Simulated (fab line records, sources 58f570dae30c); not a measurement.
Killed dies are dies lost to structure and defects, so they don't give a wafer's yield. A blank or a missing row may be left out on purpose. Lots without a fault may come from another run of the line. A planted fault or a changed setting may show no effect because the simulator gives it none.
A struck lot beside a sound one | flow berkeley_cmos170 | 16 steps out of a route of 331
Sound: wafers L803.4, L803.5, L803.6. Struck: wafers L817.1, L817.2, L817.5. The cause comes at the end.
At each step with rows: each side's tool, then ch and its chambers, then its first start. Under that, the readings that differ: sound wafers | struck wafers | difference of the means | sigmas: that difference in standard deviations of wafers without a fault.
alike: readings whose means differ by less than 2 such deviations, and words and numbers that are the same on both sides. not compared: withheld readings, readings that some wafer has no value for, bounds like >300 that may hide the same value, and numbers for which the record gives no deviation and whose values overlap.
The two part at a step that has a row with sigmas, a row that says differs or no value, or rows on one side only. Numbers that don't overlap but have no deviation are shown without sigmas and don't part them. A reading that every wafer of one side lacks parts them only if that side has two wafers or more.

UCB170_SACOX_THK_MEAS_02:
  sound on film_metro-02, day 5 04:30; struck on film_metro-04, day 8 02:27
  alike: SACOX_OXIDE_THK
then, 2 steps without rows for these wafers: UCB170_SCREENOX_WET_ETCH_00 (etches SiO2 in dHF, time 200 s); UCB170_SCREENOX_OXIDATION_01 (target thk 14.4 nm, ox time 2400 s).
UCB170_SCREENOX_THK_MEAS_02:
  sound on film_metro-03, day 5 11:37; struck on film_metro-01, day 8 04:35
  alike: SCREENOX_OXIDE_THK
then, 7 steps without rows for these wafers: UCB170_SCREENOX_ANNEAL_03 (time 900 s); UCB170_NVT_HMDS_00 (prime time 60 s); UCB170_NVT_COAT_01 (resist thk 900 nm); UCB170_NVT_SOFTBAKE_02 (time 60 s); UCB170_NVT_EXPOSE_03 (exposes mask PWELL, target cd 3000 nm); UCB170_NVT_PEB_04; UCB170_NVT_DEVELOP_05 (develop time 45 s).
UCB170_NVT_OVL_MEAS_06:
  sound on overlay-01, day 5 19:10; struck on overlay-02, day 8 08:38
  alike: NVT_OVL
UCB170_NVT_IMPLANT_07:
  sound on implanter-01 ch 0, day 5 19:16; struck on implanter-01 ch 0, day 8 08:40
  reading            | sound                         | struck                        | difference | sigmas
  dose_ions_cm2      | 2.997e+12 2.998e+12 2.993e+12 | 4.099e+12 4.094e+12 4.099e+12 | +1.101e+12 | +99 or more
  faraday_current_uA | 9.40 9.78 9.62                | 12.76 13.36 13.06             | +3.46      | +19
  alike: beam_energy_keV
UCB170_NVT_STRIP_08: strips in O2.
  sound on plasma_asher-04 ch 0,1, day 5 19:23; struck on plasma_asher-02 ch 0,1, day 8 08:49
  alike: drypump_motor_current_A, oes_product_au, strip_time_to_endpoint_s
  not compared: rf_hours_counter_h
UCB170_NVT_TW_MEAS_09:
  sound on film_metro-02, day 5 19:28; struck on film_metro-03, day 8 09:09
  reading | sound       | struck      | difference | sigmas
  NVT_TW  | 514 513 512 | 577 578 578 | +65        | +11
  not compared: hold
-- the record jumps here: 2 days lie between the struck wafers' starts before and after (it left off in module NVT and takes up again in module M3, whose first step shown is number 331 of the route) --
UCB170_M3_PROBE_99:
  the record has rows for the struck wafers here (prober-02, day 10 16:20) and none for the sound ones

WHERE THEY PART
First at UCB170_NVT_IMPLANT_07; last, within this record, at UCB170_M3_PROBE_99.

WHY: what the simulator had put in
Process parameter drift: implanter-01, from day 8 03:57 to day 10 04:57, at UCB170_NVT_IMPLANT_07. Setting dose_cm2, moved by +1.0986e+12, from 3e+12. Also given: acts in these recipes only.
